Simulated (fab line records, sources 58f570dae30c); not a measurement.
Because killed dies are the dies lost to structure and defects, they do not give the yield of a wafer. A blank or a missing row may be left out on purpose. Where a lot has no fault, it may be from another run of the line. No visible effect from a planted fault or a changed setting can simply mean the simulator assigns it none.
Split-lot trial | flow berkeleyCmos170 | 27 wafers read from 5 lots, route of 331 steps

THE SPLIT
At UCB170_SACOX_OXIDATION_01 (target thk 14.4 nm, ox time 2400 s), the setting oxTimeS was moved away from the recipe's 2400 s on 12 of the 27 wafers read, by -52.4% to +43.8%. This setting was run at the recipe's value on the other wafers.

Split to reading: the file shows no intervening step.

THE READING
SACOX_OXIDE_THK, in nm, at UCB170_SACOX_THK_MEAS_02. On this fab line, fault-free wafers typically give 14.42 nm with a standard deviation of 0.23 nm.

wafer  | tool, chamber at the split | oxTimeS as run, s | against the recipe | SACOX_OXIDE_THK, nm | against lot-mates on the recipe
L077.1 | -, -                       | 1142              | -52.4%             | 8.38                | no lot-mate on the recipe
L077.2 | -, -                       | 1142              | -52.4%             | 8.56                | no lot-mate on the recipe
L077.3 | -, -                       | 1142              | -52.4%             | 8.73                | no lot-mate on the recipe
L077.4 | -, -                       | 1142              | -52.4%             | 8.79                | no lot-mate on the recipe
L077.5 | -, -                       | 1142              | -52.4%             | 8.68                | no lot-mate on the recipe
L077.6 | -, -                       | 1142              | -52.4%             | 8.75                | no lot-mate on the recipe
L078.1 | -, -                       | 2400              | recipe             | 14.47               | -
L078.2 | -, -                       | 2400              | recipe             | 14.50               | -
L078.3 | -, -                       | 2400              | recipe             | 14.47               | -
L078.4 | -, -                       | 2400              | recipe             | 14.67               | -
L078.5 | -, -                       | 2400              | recipe             | 14.42               | -
L078.6 | -, -                       | 2400              | recipe             | 14.51               | -
L081.1 | furnace-02, 0              | 2400              | recipe             | 14.65               | -
L081.2 | furnace-02, 0              | 2400              | recipe             | 14.47               | -
L081.4 | furnace-02, 0              | 2400              | recipe             | 14.48               | -
L083.1 | -, -                       | 3451              | +43.8%             | 18.59               | no lot-mate on the recipe
L083.2 | -, -                       | 3451              | +43.8%             | 18.53               | no lot-mate on the recipe
L083.3 | -, -                       | 3451              | +43.8%             | 18.45               | no lot-mate on the recipe
L083.4 | -, -                       | 3451              | +43.8%             | 18.61               | no lot-mate on the recipe
L083.5 | -, -                       | 3451              | +43.8%             | 18.48               | no lot-mate on the recipe
L083.6 | -, -                       | 3451              | +43.8%             | 18.71               | no lot-mate on the recipe
L084.1 | -, -                       | 2400              | recipe             | 14.61               | -
L084.2 | -, -                       | 2400              | recipe             | 14.34               | -
L084.3 | -, -                       | 2400              | recipe             | 14.45               | -
L084.4 | -, -                       | 2400              | recipe             | 14.58               | -
L084.5 | -, -                       | 2400              | recipe             | 14.55               | -
L084.6 | -, -                       | 2400              | recipe             | 14.52               | -

THE FIT
A straight line over all 27 wafers: SACOX_OXIDE_THK changes by +0.104 nm for each +1% of oxTimeS; r = +1.00; the points scatter about the line by 0.26 nm.
Too few moved wafers with a lot-mate on the recipe to fit a line net of each lot's own level.

THE WHOLE CHAIN: every reading that the file lists as answering this split, in the file's order
step                      | what it does                       | reading                                                                           | change (the file's fit)               | r (the file's)
UCB170_SACOX_OXIDATION_01 | target thk 14.4 nm, ox time 2400 s | SiO2_of_SACOX_OXIDATION_01.thkNm (the simulator's own value, which no gauge read) | +0.103 nm for each +1% of the setting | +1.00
UCB170_SACOX_THK_MEAS_02  |                                    | SACOX_OXIDE_THK                                                                   | +0.104 for each +1% of the setting    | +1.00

FILE'S OWN FIT
SACOX_OXIDE_THK changes by +0.104 nm for each +1% of oxTimeS, r = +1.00.
